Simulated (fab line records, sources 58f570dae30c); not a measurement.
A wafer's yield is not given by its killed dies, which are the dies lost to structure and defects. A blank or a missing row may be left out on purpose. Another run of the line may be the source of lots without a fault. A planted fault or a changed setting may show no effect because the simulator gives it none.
A sampling plan put to the test :: flow berkeley_cmos170 :: one line in one fab, 31 faults in these records, each fault weighed on the records of the lots it struck
What counts as the plan is the set of the line's own looks, namely the steps on the route at which a gauge or an inspection reads a wafer and does not change it. Where struck wafers have a number at a look and the file lists that look's usual mean and standard deviation on fault-free wafers, the look can be judged. Caught: the struck wafers' mean, at a look after the fault's first step, is 4 or more of those standard deviations (sigma) away from the usual mean. On the tool: the test repeated on the tool's own readings taken at the fault's steps. Another recipe on the struck wafers, or a record that is blank for them alone, also counts as caught.

== THE FAULTS, as the simulator had put them in ==
1. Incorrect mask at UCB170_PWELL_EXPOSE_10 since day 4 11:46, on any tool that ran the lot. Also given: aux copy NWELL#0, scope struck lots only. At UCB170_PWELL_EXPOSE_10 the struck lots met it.
2. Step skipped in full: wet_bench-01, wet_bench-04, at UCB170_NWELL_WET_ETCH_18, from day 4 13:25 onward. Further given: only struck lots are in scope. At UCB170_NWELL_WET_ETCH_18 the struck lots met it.
3. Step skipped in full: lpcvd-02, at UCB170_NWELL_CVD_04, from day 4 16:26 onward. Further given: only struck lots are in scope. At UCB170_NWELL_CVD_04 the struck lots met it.
4. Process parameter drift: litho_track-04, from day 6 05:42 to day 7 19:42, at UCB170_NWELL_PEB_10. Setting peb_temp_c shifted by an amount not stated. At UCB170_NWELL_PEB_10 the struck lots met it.
5. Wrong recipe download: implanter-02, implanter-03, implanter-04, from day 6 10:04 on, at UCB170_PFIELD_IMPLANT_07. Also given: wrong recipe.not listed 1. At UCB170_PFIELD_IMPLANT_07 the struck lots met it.
6. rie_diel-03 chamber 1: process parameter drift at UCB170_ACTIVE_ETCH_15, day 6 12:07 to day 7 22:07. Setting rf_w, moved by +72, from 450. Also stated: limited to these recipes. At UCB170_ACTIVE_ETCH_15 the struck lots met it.
7. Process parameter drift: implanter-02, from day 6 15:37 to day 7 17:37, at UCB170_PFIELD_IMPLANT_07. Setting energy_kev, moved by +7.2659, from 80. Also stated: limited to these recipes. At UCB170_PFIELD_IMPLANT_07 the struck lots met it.
8. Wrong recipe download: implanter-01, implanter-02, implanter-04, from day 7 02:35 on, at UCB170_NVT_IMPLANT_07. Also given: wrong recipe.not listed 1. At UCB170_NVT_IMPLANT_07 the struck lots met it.
9. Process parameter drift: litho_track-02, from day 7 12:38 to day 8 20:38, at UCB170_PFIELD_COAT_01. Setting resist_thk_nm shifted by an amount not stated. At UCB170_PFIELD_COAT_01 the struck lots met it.
10. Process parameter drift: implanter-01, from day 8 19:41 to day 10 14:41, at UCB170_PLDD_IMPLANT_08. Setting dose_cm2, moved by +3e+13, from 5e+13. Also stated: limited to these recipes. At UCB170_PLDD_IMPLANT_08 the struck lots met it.
11. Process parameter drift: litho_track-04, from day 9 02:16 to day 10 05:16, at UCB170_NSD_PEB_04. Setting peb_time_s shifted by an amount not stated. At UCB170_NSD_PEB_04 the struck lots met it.
12. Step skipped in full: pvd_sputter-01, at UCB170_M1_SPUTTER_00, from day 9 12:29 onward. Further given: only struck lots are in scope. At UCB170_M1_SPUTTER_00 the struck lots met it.
13. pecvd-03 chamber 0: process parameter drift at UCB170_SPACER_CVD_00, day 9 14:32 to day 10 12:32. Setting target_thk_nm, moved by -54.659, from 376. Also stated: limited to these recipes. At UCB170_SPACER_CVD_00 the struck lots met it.
14. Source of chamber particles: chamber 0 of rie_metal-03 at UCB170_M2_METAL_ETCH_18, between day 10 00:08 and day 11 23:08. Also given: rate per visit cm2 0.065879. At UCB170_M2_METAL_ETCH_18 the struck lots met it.
15. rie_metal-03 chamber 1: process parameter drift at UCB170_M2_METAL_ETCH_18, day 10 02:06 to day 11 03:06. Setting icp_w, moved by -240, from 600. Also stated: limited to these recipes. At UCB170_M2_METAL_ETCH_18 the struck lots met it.
16. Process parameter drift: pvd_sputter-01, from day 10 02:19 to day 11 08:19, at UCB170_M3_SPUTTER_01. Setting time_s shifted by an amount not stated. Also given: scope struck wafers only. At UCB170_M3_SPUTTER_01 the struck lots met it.
17. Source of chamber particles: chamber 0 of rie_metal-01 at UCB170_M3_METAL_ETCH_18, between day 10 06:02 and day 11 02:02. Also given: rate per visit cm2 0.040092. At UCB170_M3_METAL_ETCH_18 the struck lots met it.
18. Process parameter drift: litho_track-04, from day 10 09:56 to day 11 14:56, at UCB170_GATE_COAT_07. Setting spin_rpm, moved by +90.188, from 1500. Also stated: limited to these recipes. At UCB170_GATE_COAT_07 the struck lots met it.
19. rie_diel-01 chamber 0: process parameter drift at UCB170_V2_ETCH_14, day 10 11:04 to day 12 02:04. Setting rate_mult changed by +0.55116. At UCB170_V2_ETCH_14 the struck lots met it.
20. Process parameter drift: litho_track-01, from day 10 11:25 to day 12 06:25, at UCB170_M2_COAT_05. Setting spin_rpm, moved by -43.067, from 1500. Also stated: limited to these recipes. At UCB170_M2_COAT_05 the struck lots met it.
21. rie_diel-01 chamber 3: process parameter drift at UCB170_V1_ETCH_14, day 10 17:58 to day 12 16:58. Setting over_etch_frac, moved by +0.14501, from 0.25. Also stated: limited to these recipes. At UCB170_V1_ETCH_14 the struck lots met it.
22. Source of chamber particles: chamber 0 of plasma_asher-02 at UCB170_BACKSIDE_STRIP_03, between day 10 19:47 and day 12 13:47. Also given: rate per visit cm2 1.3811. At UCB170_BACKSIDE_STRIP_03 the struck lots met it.
23. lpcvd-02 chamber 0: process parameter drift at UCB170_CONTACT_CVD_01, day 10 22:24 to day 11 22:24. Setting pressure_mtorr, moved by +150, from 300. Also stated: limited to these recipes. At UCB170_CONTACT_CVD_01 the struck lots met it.
24. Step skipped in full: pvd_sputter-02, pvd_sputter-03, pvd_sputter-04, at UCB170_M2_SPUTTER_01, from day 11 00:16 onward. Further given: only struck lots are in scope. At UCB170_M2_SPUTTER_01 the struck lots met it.
25. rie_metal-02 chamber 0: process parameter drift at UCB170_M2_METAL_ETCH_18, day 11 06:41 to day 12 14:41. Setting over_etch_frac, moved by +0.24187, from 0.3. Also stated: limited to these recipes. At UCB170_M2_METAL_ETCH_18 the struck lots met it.
26. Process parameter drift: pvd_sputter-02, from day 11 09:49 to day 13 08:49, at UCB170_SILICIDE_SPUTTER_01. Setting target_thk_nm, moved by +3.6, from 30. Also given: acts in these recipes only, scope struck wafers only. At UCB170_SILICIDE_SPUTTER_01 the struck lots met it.
27. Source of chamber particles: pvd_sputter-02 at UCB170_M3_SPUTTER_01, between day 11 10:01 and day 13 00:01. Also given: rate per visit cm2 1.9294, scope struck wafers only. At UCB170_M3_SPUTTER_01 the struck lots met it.
28. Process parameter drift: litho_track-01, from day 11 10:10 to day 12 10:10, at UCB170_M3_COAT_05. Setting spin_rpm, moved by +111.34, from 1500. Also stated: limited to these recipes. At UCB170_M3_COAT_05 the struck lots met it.
29. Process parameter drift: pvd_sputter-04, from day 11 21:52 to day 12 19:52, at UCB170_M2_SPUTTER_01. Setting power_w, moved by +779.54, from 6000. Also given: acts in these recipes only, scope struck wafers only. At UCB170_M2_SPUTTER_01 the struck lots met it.
30. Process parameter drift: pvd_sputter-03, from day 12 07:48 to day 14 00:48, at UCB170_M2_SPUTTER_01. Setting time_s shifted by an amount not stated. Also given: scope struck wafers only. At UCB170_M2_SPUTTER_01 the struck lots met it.
31. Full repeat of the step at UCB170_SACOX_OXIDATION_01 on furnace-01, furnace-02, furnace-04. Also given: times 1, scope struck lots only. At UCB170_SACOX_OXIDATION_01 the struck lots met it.

== WHAT THE PLAN SAW ==
fault: 1
on the tool itself: under 2 sigma
first look that catches it: UCB170_PWELL_TW_MEAS_17
reading, sigma: PWELL_TW -99 or beyond
median hours from its first step to that look: 0.8
hours from the fault's start to the first struck lot there: 1
judged looks passed uncaught: 0

fault: 2
on the tool itself: the tool's record is blank for the struck wafers
first look that catches it: no look after it can be judged
reading, sigma: -
median hours from its first step to that look: -
hours from the fault's start to the first struck lot there: -
judged looks passed uncaught: 0

fault: 3
on the tool itself: the tool's record is blank for the struck wafers
first look that catches it: no look after it can be judged
reading, sigma: -
median hours from its first step to that look: -
hours from the fault's start to the first struck lot there: -
judged looks passed uncaught: 0

fault: 4
on the tool itself: heater_power_total_W +41 sigma
first look that catches it: not the one look that can be judged after it
reading, sigma: -
median hours from its first step to that look: -
hours from the fault's start to the first struck lot there: -
judged looks passed uncaught: 1

fault: 5
on the tool itself: no reading that can be judged
first look that catches it: UCB170_PFIELD_TW_MEAS_09
reading, sigma: PFIELD_TW +99 or beyond
median hours from its first step to that look: 0.2
hours from the fault's start to the first struck lot there: 1
judged looks passed uncaught: 0

fault: 6
on the tool itself: rf_fwd_power_W +54 sigma
first look that catches it: no look after it can be judged
reading, sigma: -
median hours from its first step to that look: -
hours from the fault's start to the first struck lot there: -
judged looks passed uncaught: 0

fault: 7
on the tool itself: beam_energy_keV +99 or beyond sigma
first look that catches it: no look after it can be judged
reading, sigma: -
median hours from its first step to that look: -
hours from the fault's start to the first struck lot there: -
judged looks passed uncaught: 0

fault: 8
on the tool itself: no reading that can be judged
first look that catches it: UCB170_NVT_TW_MEAS_09
reading, sigma: NVT_TW -46
median hours from its first step to that look: 0.2
hours from the fault's start to the first struck lot there: 14
judged looks passed uncaught: 0

fault: 9
on the tool itself: under 2 sigma
first look that catches it: none of the 2 looks that can be judged after it
reading, sigma: -
median hours from its first step to that look: -
hours from the fault's start to the first struck lot there: -
judged looks passed uncaught: 2

fault: 10
on the tool itself: dose_ions_cm2 +99 or beyond sigma
first look that catches it: UCB170_PLDD_TW_MEAS_11
reading, sigma: PLDD_TW +9.9
median hours from its first step to that look: 0.4
hours from the fault's start to the first struck lot there: 7
judged looks passed uncaught: 0

fault: 11
on the tool itself: heater_power_total_W +80 sigma
first look that catches it: UCB170_NSD_CD_MEAS_06
reading, sigma: cd_nm -8.7
median hours from its first step to that look: 0.4
hours from the fault's start to the first struck lot there: 0
judged looks passed uncaught: 0

fault: 12
on the tool itself: the tool's record is blank for the struck wafers
first look that catches it: no look after it can be judged
reading, sigma: -
median hours from its first step to that look: -
hours from the fault's start to the first struck lot there: -
judged looks passed uncaught: 0

fault: 13
on the tool itself: under 2 sigma
first look that catches it: UCB170_SPACER_THK_MEAS_01
reading, sigma: SPACER_TEOS_THK -10
median hours from its first step to that look: 0.1
hours from the fault's start to the first struck lot there: 8
judged looks passed uncaught: 0

fault: 14
on the tool itself: under 2 sigma
first look that catches it: not the one look that can be judged after it
reading, sigma: -
median hours from its first step to that look: -
hours from the fault's start to the first struck lot there: -
judged looks passed uncaught: 1

fault: 15
on the tool itself: rf_fwd_power_W -99 or beyond sigma
first look that catches it: UCB170_M2_CD_MEAS_90
reading, sigma: cd_nm +8.0
median hours from its first step to that look: 0.3
hours from the fault's start to the first struck lot there: 1
judged looks passed uncaught: 0

fault: 16
on the tool itself: under 2 sigma
first look that catches it: UCB170_M3_RS_MEAS_02
reading, sigma: M3_AL_RS +76
median hours from its first step to that look: 0.1
hours from the fault's start to the first struck lot there: 4
judged looks passed uncaught: 0

fault: 17
on the tool itself: under 2 sigma
first look that catches it: no look after it can be judged
reading, sigma: -
median hours from its first step to that look: -
hours from the fault's start to the first struck lot there: -
judged looks passed uncaught: 0

fault: 18
on the tool itself: spin_speed_rpm +94 sigma
first look that catches it: none of the 2 looks that can be judged after it
reading, sigma: -
median hours from its first step to that look: -
hours from the fault's start to the first struck lot there: -
judged looks passed uncaught: 2

fault: 19
on the tool itself: under 2 sigma
first look that catches it: UCB170_V2_CD_MEAS_90
reading, sigma: cd_nm +4.3
median hours from its first step to that look: 0.3
hours from the fault's start to the first struck lot there: 5
judged looks passed uncaught: 0

fault: 20
on the tool itself: spin_speed_rpm -50 sigma
first look that catches it: not the one look that can be judged after it
reading, sigma: -
median hours from its first step to that look: -
hours from the fault's start to the first struck lot there: -
judged looks passed uncaught: 1

fault: 21
on the tool itself: only faintly: oes_product_au -2.3 sigma
first look that catches it: no look after it can be judged
reading, sigma: -
median hours from its first step to that look: -
hours from the fault's start to the first struck lot there: -
judged looks passed uncaught: 0

fault: 22
on the tool itself: under 2 sigma
first look that catches it: none of the 2 looks that can be judged after it
reading, sigma: -
median hours from its first step to that look: -
hours from the fault's start to the first struck lot there: -
judged looks passed uncaught: 2

fault: 23
on the tool itself: pressure_mtorr +99 or beyond sigma
first look that catches it: UCB170_CONTACT_THK_MEAS_02
reading, sigma: CONTACT_PSG_THK +25
median hours from its first step to that look: 1.8
hours from the fault's start to the first struck lot there: 1
judged looks passed uncaught: 0

fault: 24
on the tool itself: the tool's record is blank for the struck wafers
first look that catches it: not the one look that can be judged after it
reading, sigma: -
median hours from its first step to that look: -
hours from the fault's start to the first struck lot there: -
judged looks passed uncaught: 1

fault: 25
on the tool itself: oes_product_au -6.1 sigma
first look that catches it: not the one look that can be judged after it
reading, sigma: strongest: cd_nm at UCB170_M2_CD_MEAS_90, -3.4
median hours from its first step to that look: -
hours from the fault's start to the first struck lot there: -
judged looks passed uncaught: 1

fault: 26
on the tool itself: under 2 sigma
first look that catches it: UCB170_SILICIDE_RS_MEAS_02
reading, sigma: SILICIDE_TI_RS -6.4
median hours from its first step to that look: 0.1
hours from the fault's start to the first struck lot there: 16
judged looks passed uncaught: 0

fault: 27
on the tool itself: under 2 sigma
first look that catches it: no look after it can be judged
reading, sigma: -
median hours from its first step to that look: -
hours from the fault's start to the first struck lot there: -
judged looks passed uncaught: 0

fault: 28
on the tool itself: spin_speed_rpm +99 or beyond sigma
first look that catches it: none of the 2 looks that can be judged after it
reading, sigma: -
median hours from its first step to that look: -
hours from the fault's start to the first struck lot there: -
judged looks passed uncaught: 2

fault: 29
on the tool itself: cathode_dc_power_W +99 or beyond sigma
first look that catches it: UCB170_M2_RS_MEAS_02
reading, sigma: M2_AL_RS -12
median hours from its first step to that look: 0.1
hours from the fault's start to the first struck lot there: 14
judged looks passed uncaught: 0

fault: 30
on the tool itself: under 2 sigma
first look that catches it: UCB170_M2_RS_MEAS_02
reading, sigma: M2_AL_RS +99 or beyond
median hours from its first step to that look: 0.1
hours from the fault's start to the first struck lot there: 6
judged looks passed uncaught: 0

fault: 31
on the tool itself: no reading that can be judged
first look that catches it: UCB170_SACOX_THK_MEAS_02
reading, sigma: SACOX_OXIDE_THK +25
median hours from its first step to that look: 5.1
hours from the fault's start to the first struck lot there: -
judged looks passed uncaught: 0
A dash: the fault is not caught, or the number is missing from these records.

Caught at a look: 14 of 31. Caught on the tool: 16 of 31. By one or the other: 25 of 31.
Faults 2, 3, 4, 6, 7, 12, 18, 20, 24, 25, 28 were caught on the tool alone.
Caught at a look alone: faults 1, 5, 8, 13, 16, 19, 26, 30, 31.
Caught by neither: faults 9, 14, 17, 21, 22, 27.

== THINNER SAMPLING ==
If the look that catches a fault measured only every second or every third lot, by lot number, the first struck lot would be measured this late in the worst case:
fault: 1
struck lots at that look, in order of time: L376
every lot: 1 h
every second lot: may miss it
every third lot: may miss it

fault: 5
struck lots at that look, in order of time: L837, L839, L838
every lot: 1 h
every second lot: 2 h
every third lot: 2 h

fault: 8
struck lots at that look, in order of time: L560, L561, L559
every lot: 14 h
every second lot: 14 h
every third lot: 15 h

fault: 10
struck lots at that look, in order of time: L530, L532
every lot: 7 h
every second lot: may miss all 2
every third lot: may miss all 2

fault: 11
struck lots at that look, in order of time: L547, L549, L552
every lot: 0 h
every second lot: 14 h
every third lot: may miss all 3

fault: 13
struck lots at that look, in order of time: L428, L429, L432
every lot: 8 h
every second lot: 16 h
every third lot: may miss all 3

fault: 15
struck lots at that look, in order of time: L227, L228
every lot: 1 h
every second lot: 12 h
every third lot: may miss all 2

fault: 16
struck lots at that look, in order of time: L833, L837
every lot: 4 h
every second lot: may miss all 2
every third lot: may miss all 2

fault: 19
struck lots at that look, in order of time: L195, L194
every lot: 5 h
every second lot: 7 h
every third lot: may miss all 2

fault: 23
struck lots at that look, in order of time: L923, L922
every lot: 1 h
every second lot: 3 h
every third lot: may miss all 2

fault: 26
struck lots at that look, in order of time: L528
every lot: 16 h
every second lot: may miss it
every third lot: may miss it

fault: 29
struck lots at that look, in order of time: L465, L463
every lot: 14 h
every second lot: may miss all 2
every third lot: may miss all 2

fault: 30
struck lots at that look, in order of time: L605, L602
every lot: 6 h
every second lot: 8 h
every third lot: may miss all 2
Hours are from the fault's start to the first struck lot that is measured. The limit of 4 sigma was tested on all struck wafers together, so one lot alone may lie under it. Other struck lots may not be in these records.

== THE LONGEST TIMED WAY FROM STEP TO LOOK ==
Fault 31: a median of 5.1 hours passes between UCB170_SACOX_OXIDATION_01 and UCB170_SACOX_THK_MEAS_02. No look between them can be judged.
